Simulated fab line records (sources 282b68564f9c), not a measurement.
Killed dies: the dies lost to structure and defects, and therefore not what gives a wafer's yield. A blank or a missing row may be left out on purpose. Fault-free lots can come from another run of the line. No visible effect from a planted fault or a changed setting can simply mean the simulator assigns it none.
Problem report, 8D (eight disciplines) form, completed by code / flow ritCmos / the parts of the form that need people (team, actions taken, sign-off) are left out

## 1. WHAT IS WRONG
NWELL_OVL at RIT_NWELL_OVL_MEAS_06 reads a mean of -299.5 nm on 6 wafers of 2 lots; wafers without a fault read 1.2 nm with a standard deviation of 1.3. So: -99 or more standard deviations from the usual mean.
First seen on wafer L177.1, day 3 20:44, on overlay-02. At this step, 42 wafers from 14 lots have a number in the record. By rule, "out" or "out of limits" means more than 4 standard deviations away from the usual mean. Any other wafer with a number is counted as sound.

## 2. WHAT IT IS, AND WHAT IT ISN'T
question=which readings at this step | is=NWELL_OVL | is not=-
question=which lots | is=L177, L179 | is not=L168, L169, L170, L171, L173, L175, L176, L182, L183, L186, L190, L191
question=which wafers of those lots | is=all that have a number | is not=-
question=read on which gauges | is=overlay-02 | is not=overlay-01
question=when | is=from day 3 20:44 | is not=up to then (21 sound wafers); but 15 sound wafers of L182, L183, L186, L190, L191 came after

## 3. SUSPECTS, AND WHAT RULES EACH OUT
Counting: a tool at any process step up to the reading remains a suspect when it ran all the lots that are out and ran no sound lot after the first of those.
- the gauge at RIT_NWELL_OVL_MEAS_06: kept. All the wafers that are out were read on overlay-02, and no step on other tools shows them out.
- ilineStepper-01 at RIT_NWELL_EXPOSE_03 (exposes mask M2, target cd 43900 nm): kept. Every lot that is out went through it, starting with L177 (day 3 20:19), and after that it ran no sound lot; the last sound lot it ran before then is L175 (day 3 08:29).
Remaining after the count are ilineStepper-01 at RIT_NWELL_EXPOSE_03 and overlay-02 at RIT_NWELL_OVL_MEAS_06.

## 4. THE CAUSE (what the simulator had put in)
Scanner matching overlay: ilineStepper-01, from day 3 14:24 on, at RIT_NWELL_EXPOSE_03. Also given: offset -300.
Counting leaves 2 suspects; this tool is one of them.

## 5. SEQUENCE OF EFFECTS, ordered by route
Each row: a reading whose mean over the struck wafers that have a number lies more than 3 standard deviations from the usual. Scope: only readings with a usual standard deviation given in the record; hours: median across lots of the time from each lot's start at the first step in this table that gives one to its start at this step; sigmas: change in usual standard deviations.
hours=0; step=RIT_NWELL_OVL_MEAS_06; reading=NWELL_OVL; usual=1.2 nm; on struck wafers=-299.5; change=-300.7; sigmas=-99 or more

## 6. WHAT WOULD HAVE CAUGHT IT SOONER
The first out-of-limits reading at a measuring or inspecting step in this record came at day 3 20:44, 6 hours after the fault's start at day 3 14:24.
Of the tool readings at RIT_NWELL_EXPOSE_03 for which the record gives a usual standard deviation, none was out on any struck wafer, so an alarm limit of 4 standard deviations on them would not have fired.
Lots out: 2; of these, L179 started RIT_NWELL_EXPOSE_03 on ilineStepper-01 after day 3 20:44. Holding the tool at that time would have saved it.
